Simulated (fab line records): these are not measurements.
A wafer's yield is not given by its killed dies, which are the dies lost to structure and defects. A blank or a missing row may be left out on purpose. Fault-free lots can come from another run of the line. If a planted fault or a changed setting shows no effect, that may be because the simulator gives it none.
A single fault, viewed from 2 desks	flow berkeleyCmos170	each desk has only its own numbers; what lay behind them comes last

FROM THE METROLOGY DESK
What the gauges read for every lot (on any tool): the sampled wafers with a number, averaged. Marked OUT: a lot whose mean sits more than 4 standard deviations from the usual mean, which makes it out of limits; the brackets give that distance.
Columns: A = cdNm at UCB170_V2_CD_MEAS_12, usual 699.8 nm
lot	first seen here	A
L623	day 9 05:44	700.0
L622	day 9 07:07	699.8
L621	day 9 09:05	699.2
L625	day 10 03:49	700.4
L626	day 10 06:35	699.6
L627	day 10 09:47	701.5
L629	day 10 21:08	697.1
L631	day 11 06:17	699.0
L633	day 11 18:05	700.4
L635	day 12 11:50	700.5
L636	day 12 12:39	701.3
L637	day 12 20:02	701.6
L639	day 13 01:25	698.8
L643	day 14 09:35	700.2
This desk's verdict: no lot among the 14 shows anything out of limits.

DESK OF THE TOOL OWNER: rieMetal-03
The tool's own readings at UCB170_M3_METAL_ETCH_18 (etches Al in Cl2/BCl3, stops on SiO2, target depth 1170 nm, time 195 s): means of the sampled wafers that have a number, for each lot that ran on this tool. Marked OUT: a lot whose mean sits more than 4 standard deviations from the usual mean, which makes it out of limits; the brackets give that distance.
Columns: A = chamberPressureMTorr at UCB170_M3_METAL_ETCH_18, usual 12.001 mTorr; B = drypumpMotorCurrentA at UCB170_M3_METAL_ETCH_18, usual 5.9 A; C = oesProductAu at UCB170_M3_METAL_ETCH_18, usual 0.851 a.u.; D = throttleValvePct at UCB170_M3_METAL_ETCH_18, usual 24.47 %
lot	first seen here	A	B	C	D
L623	day 9 08:23	11.996	6.1	0.857	24.36
L621	day 9 12:13	12.010	6.0	0.861	24.43
L626	day 10 10:16	11.995	5.9	0.852	24.43
L631	day 11 09:28	12.006	6.0	0.862	24.42
L636	day 12 15:43	13.610 (+99 or more) OUT	6.0	0.855	24.42
L637	day 12 23:40	12.801 (+73) OUT	6.1	0.859	24.36
This desk finds L636, L637 out of limits, L636 being first, at day 12 15:43 (chamberPressureMTorr at UCB170_M3_METAL_ETCH_18). L623, L621, L626, L631: within limits.

PUT TOGETHER
An alarm could have come from the tool owner's desk at day 12 15:43, on L636, L637.
Nothing out of limits was seen by the metrology desk.
The metrology desk has L636, L637 on record, within its limits.
UCB170_M3_METAL_ETCH_18 was run on rieMetal-03 by each of the lots named.

WHAT THE SIMULATOR HAD INSERTED
rieMetal-03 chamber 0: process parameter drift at UCB170_M3_METAL_ETCH_18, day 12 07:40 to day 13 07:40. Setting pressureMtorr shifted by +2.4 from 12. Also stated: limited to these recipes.
Struck lots among those shown: L636, L637.
Each desk's first reading out of limits, in hours after the fault started: the tool owner's desk, 8.
